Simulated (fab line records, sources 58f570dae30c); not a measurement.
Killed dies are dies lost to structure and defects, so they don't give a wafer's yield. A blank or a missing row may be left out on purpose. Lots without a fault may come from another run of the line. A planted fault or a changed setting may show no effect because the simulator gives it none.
Problem report in the 8D (eight disciplines) form, filled by code | flow berkeley_cmos170 | the parts of the form that need people (team, actions taken, sign-off) are left out

1. THE PROBLEM
tube_center_temp_C at UCB170_PWELL_ANNEAL_04 reads a mean of 1031 C on 6 wafers of 2 lots; wafers without a fault read 1000 C with a standard deviation of 0.086. That is +99 or more standard deviations from the usual mean.
The step: time 900 s.
First seen on wafer L552.1, day 6 22:32, on furnace-02. The record holds 42 wafers of 14 lots with a number at this step. Rule for "out", or "out of limits": more than 4 standard deviations from the usual mean. The other wafers with a number count as sound.

2. WHAT IT IS AND WHAT IT IS NOT
question                    | is                                                                                                | is not
which readings at this step | tube_center_temp_C, spike_tc_centre_C, spike_tc_load_C, spike_tc_source_C, tube_center_temp_C_max | -
which lots                  | L552, L553                                                                                        | L534, L535, L538, L539, L540, L541, L543, L544, L545, L546, L547, L551
which wafers of those lots  | all that have a number                                                                            | -
read on which tools         | furnace-02                                                                                        | furnace-01, furnace-04
when                        | from day 6 22:32                                                                                  | up to then (36 sound wafers)

3. SUSPECTS, AND WHAT RULES EACH OUT
Counting: a tool at a process step up to the reading stays a suspect if it ran every lot that is out and no sound lot after the first of them.
- furnace-02 at UCB170_PWELL_ANNEAL_04 (time 900 s): kept. It ran every lot that is out, first L552 (day 6 22:32), and no sound lot after that; its last sound lot up to then is L551 (day 6 14:47). Its own readings are out on those wafers: spike_tc_centre_C, spike_tc_load_C, spike_tc_source_C, tube_center_temp_C, tube_center_temp_C_max.
Left after counting: furnace-02 at UCB170_PWELL_ANNEAL_04.

4. THE CAUSE (what the simulator had put in)
Process parameter drift: furnace-02, from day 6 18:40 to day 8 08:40, at UCB170_PWELL_ANNEAL_04. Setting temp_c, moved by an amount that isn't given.
Counting left only this tool.

5. THE CHAIN OF EFFECTS, in route order
Each row: a reading whose mean over the struck wafers that have a number lies more than 3 standard deviations from the usual. Only readings for which the record gives a usual standard deviation are gone through. hours: the time from each lot's start at the first step in this table that gives one to its start at this step, as a median over the lots. sigmas: the change in usual standard deviations.
hours | step                   | reading                | usual    | on struck wafers | change | sigmas
0     | UCB170_PWELL_ANNEAL_04 | spike_tc_centre_C      | 1003.0 C | 1034.4           | +31.4  | +31
0     | UCB170_PWELL_ANNEAL_04 | spike_tc_load_C        | 1030.0 C | 1064.9           | +34.9  | +12
0     | UCB170_PWELL_ANNEAL_04 | spike_tc_source_C      | 1026.2 C | 1058.5           | +32.2  | +21
0     | UCB170_PWELL_ANNEAL_04 | tube_center_temp_C     | 1000 C   | 1031             | +31    | +99 or more
0     | UCB170_PWELL_ANNEAL_04 | tube_center_temp_C_max | 1002.6   | 1033.9           | +31.3  | +73
The process steps in it:
- UCB170_PWELL_ANNEAL_04: time 900 s.
Later measuring or inspecting steps at which every struck wafer that the step has a row for has a number for every such reading, and none has moved that far: UCB170_SCREENOX_THK_MEAS_02, UCB170_GATE_CD_MEAS_12.

6. WHAT WOULD HAVE CAUGHT IT SOONER
In this record the first reading out of limits was taken at day 6 22:32, 4 hours after the fault began at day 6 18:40.
